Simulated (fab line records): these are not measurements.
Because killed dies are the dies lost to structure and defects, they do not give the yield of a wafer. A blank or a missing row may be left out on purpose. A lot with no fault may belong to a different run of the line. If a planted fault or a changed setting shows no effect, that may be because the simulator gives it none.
Which of the tools did it? | flow berkeley cmos170 | 14 lots, 42 wafers sampled, at 5 steps of a route of 331

== WHAT THE GAUGES READ, wafer by wafer ==
UCB170_PSD_CD_MEAS_06: the cd target is 1200 nm.
lot  | measured     | on        | cd nm (nm)
L206 | day 7 06:43  | cd sem-01 | 1199.8 1200.6 1200.7
L207 | day 7 11:13  | cd sem-02 | 1201.5 1200.9 1200.7
L209 | day 7 17:46  | cd sem-02 | 1200.6 1200.2 1201.9
L217 | day 9 07:43  | cd sem-01 | 1200.5 1199.3 1200.0
L216 | day 9 07:49  | cd sem-02 | 1199.7 1200.4 1199.4
L218 | day 9 07:59  | cd sem-02 | 1199.5 1198.6 1199.5
L220 | day 10 08:14 | cd sem-02 | 1197.6 1198.2 1197.7
L221 | day 10 08:20 | cd sem-01 | 1199.0 1200.3 1199.4
L222 | day 10 08:34 | cd sem-02 | 1201.7 1201.2 1200.9
L223 | day 10 08:35 | cd sem-01 | 1199.7 1199.8 1201.4
L224 | day 10 08:43 | cd sem-02 | 1199.8 1201.5 1200.9
L226 | day 11 00:29 | cd sem-01 | 1198.5 1198.1 1200.3
L225 | day 11 00:31 | cd sem-02 | 1201.2 1201.0 1201.4
L227 | day 11 06:52 | cd sem-02 | 1201.9 1203.9 1203.5

UCB170_CONTACT_THK_MEAS_02.
lot  | measured     | on            | CONTACT_PSG_THK (nm)
L206 | day 7 13:00  | film metro-02 | 693 693 694
L207 | day 7 17:11  | film metro-03 | 751 745 751
L209 | day 8 00:20  | film metro-01 | 743 739 743
L217 | day 9 17:20  | film metro-03 | 690 695 698
L216 | day 9 17:25  | film metro-03 | 699 696 697
L218 | day 9 17:20  | film metro-01 | 703 702 697
L220 | day 10 15:10 | film metro-03 | 694 692 692
L221 | day 10 15:10 | film metro-01 | 710 697 708
L222 | day 10 15:25 | film metro-03 | 689 686 681
L223 | day 10 18:05 | film metro-03 | 699 699 698
L224 | day 10 18:05 | film metro-02 | 696 699 694
L226 | day 11 09:52 | film metro-02 | 693 696 695
L225 | day 11 09:53 | film metro-01 | 693 694 694
L227 | day 11 14:00 | film metro-01 | 700 705 701

UCB170_M1_CD_MEAS_09: the cd target is 700 nm.
lot  | measured     | on        | cd nm (nm)
L206 | day 7 17:01  | cd sem-02 | 698.1 697.4 698.3
L207 | day 7 21:42  | cd sem-01 | 698.6 699.2 699.0
L209 | day 8 04:01  | cd sem-02 | 698.8 698.9 700.4
L217 | day 9 21:44  | cd sem-02 | 699.0 698.5 698.3
L216 | day 9 22:13  | cd sem-01 | 701.0 700.4 702.0
L218 | day 9 21:53  | cd sem-01 | 698.1 698.4 698.4
L220 | day 10 19:33 | cd sem-02 | 700.1 699.9 701.0
L221 | day 10 19:55 | cd sem-02 | 699.2 698.8 699.8
L222 | day 10 20:38 | cd sem-02 | 699.5 699.6 699.2
L223 | day 10 22:30 | cd sem-01 | 700.4 699.6 700.1
L224 | day 10 22:50 | cd sem-02 | 699.2 700.6 700.3
L226 | day 11 14:37 | cd sem-01 | 701.4 700.8 701.2
L225 | day 11 14:56 | cd sem-01 | 699.8 699.6 699.1
L227 | day 11 17:58 | cd sem-01 | 700.5 699.6 700.4

== TOOL THAT RAN EACH LOT (tool first, then ch and the chambers of the sampled wafers, then the start) ==
lot  | UCB170_CONTACT_CVD_01       | UCB170_CONTACT_ETCH_18
L206 | lpcvd-02 ch 0, day 7 11:13  | rie diel-03 ch 1,2, day 7 17:01 or earlier
L207 | lpcvd-02 ch 0, day 7 15:23  | rie diel-02 ch 0,2, day 7 21:42 or earlier
L209 | lpcvd-02 ch 0, day 7 22:32  | rie diel-02 ch 0,2, day 8 04:01 or earlier
L217 | lpcvd-01 ch 1, day 9 15:33  | rie diel-01 ch 0,2,3, day 9 21:44 or earlier
L216 | lpcvd-01 ch 0, day 9 15:33  | rie diel-01 ch 1,2, day 9 22:13 or earlier
L218 | lpcvd-01 ch 1, day 9 15:33  | rie diel-03 ch 0,1,2, day 9 21:53 or earlier
L220 | lpcvd-02 ch 0, day 10 13:23 | rie diel-01 ch 2,3, day 10 19:33 or earlier
L221 | lpcvd-02 ch 1, day 10 13:23 | rie diel-02 ch 1,2,3, day 10 19:55 or earlier
L222 | lpcvd-01 ch 1, day 10 13:37 | rie diel-03 ch 0,1,2, day 10 20:38 or earlier
L223 | lpcvd-01 ch 1, day 10 15:23 | rie diel-01 ch 0,2, day 10 22:30 or earlier
L224 | lpcvd-01 ch 0, day 10 15:23 | rie diel-02 ch 0,2,3, day 10 22:50 or earlier
L226 | lpcvd-01 ch 0, day 11 08:05 | rie diel-03 ch 1,3, day 11 14:37 or earlier
L225 | lpcvd-01 ch 1, day 11 08:05 | rie diel-01 ch 1,3, day 11 14:56 or earlier
L227 | lpcvd-02 ch 0, day 11 12:12 | rie diel-02 ch 1,2,3, day 11 17:58 or earlier
- UCB170_CONTACT_CVD_01: deposits PSG from SiH4/O2/PH3, target thk 700 nm, time 2820 s.
- UCB170_CONTACT_ETCH_18: etches PSG in CHF3/CF4/Ar, stops on TiSi2, target depth 840 nm, time 195 s.

== WHAT THE TOOLS THEMSELVES READ (means of the sampled wafers that have a number; where no wafer has one, the mark that the record gives instead) ==
UCB170_CONTACT_CVD_01.
lot  | tool     | sih4 flow sccm (sccm)
L206 | lpcvd-02 | 59.93
L207 | lpcvd-02 | 59.87
L209 | lpcvd-02 | 60.00
L217 | lpcvd-01 | 60.36
L216 | lpcvd-01 | 60.14
L218 | lpcvd-01 | 59.74
L220 | lpcvd-02 | 60.08
L221 | lpcvd-02 | 59.98
L222 | lpcvd-01 | 59.81
L223 | lpcvd-01 | 60.24
L224 | lpcvd-01 | 60.00
L226 | lpcvd-01 | 59.89
L225 | lpcvd-01 | 60.08
L227 | lpcvd-02 | 60.02

UCB170_CONTACT_ETCH_18.
lot  | tool        | drypump motor current A (A) | mfc ar sccm (sccm) | oes product au (a.u.) | throttle valve pct (%)
L206 | rie diel-03 | 5.8                         | 150.3              | 0.866                 | 7.08
L207 | rie diel-02 | 5.5                         | 150.4              | 0.952                 | 6.78
L209 | rie diel-02 | 5.5                         | 150.0              | 0.931                 | 6.70
L217 | rie diel-01 | 5.9                         | 150.2              | 0.888                 | 6.89
L216 | rie diel-01 | 5.3                         | 150.6              | 0.889                 | 6.71
L218 | rie diel-03 | 5.5                         | 149.9              | 0.885                 | 7.12
L220 | rie diel-01 | 5.9                         | 150.2              | 0.885                 | 6.82
L221 | rie diel-02 | 5.6                         | 149.9              | 0.897                 | 6.78
L222 | rie diel-03 | 5.5                         | 149.6              | 0.866                 | 7.13
L223 | rie diel-01 | 5.3                         | 149.8              | 0.885                 | 6.89
L224 | rie diel-02 | 5.6                         | 149.9              | 0.898                 | 6.75
L226 | rie diel-03 | 5.7                         | 149.8              | 0.887                 | 6.90
L225 | rie diel-01 | 5.8                         | 149.8              | 0.889                 | 6.71
L227 | rie diel-02 | 5.6                         | 149.8              | 0.894                 | 6.77

== THE ANSWER, worked out from the rows above alone ==
Rule: what is usual is taken from the lots themselves. The widest of any qualifying gaps counts: lots, ordered by their means at a reading, are off when they make up no more than a third of the lots, leave a main group of 4 or more, and stand apart from it by 3 or more times the standard deviation of that group's means. A main group is skipped when, at the precision printed for the reading in the tables above, its means are all equal. A lot without any number at a reading at which 4 lots or more have one is off too. Any other lot the step has rows for is counted as sound. First the gauges in route order, then the tools' own readings, where a lot's mean is used as printed above. At the first step where some lot is off, the reading lying furthest off is the one used; lots without a number count as furthest.
Off: L207, L209, seen at UCB170_CONTACT_THK_MEAS_02 (CONTACT_PSG_THK). Main group: mean 696 nm, sd 4.9.
If a tool, at a process step before that reading, ran all the lots that are off and no sound lot after the first of them, it fits. Not tried: the gauges at UCB170_CONTACT_THK_MEAS_02; whatever is off there is also off at UCB170_CONTACT_ETCH_18, on other tools, and gauge error can't account for it. No candidate that was tried fits.

== WHAT THE SIMULATOR HAD INSERTED ==
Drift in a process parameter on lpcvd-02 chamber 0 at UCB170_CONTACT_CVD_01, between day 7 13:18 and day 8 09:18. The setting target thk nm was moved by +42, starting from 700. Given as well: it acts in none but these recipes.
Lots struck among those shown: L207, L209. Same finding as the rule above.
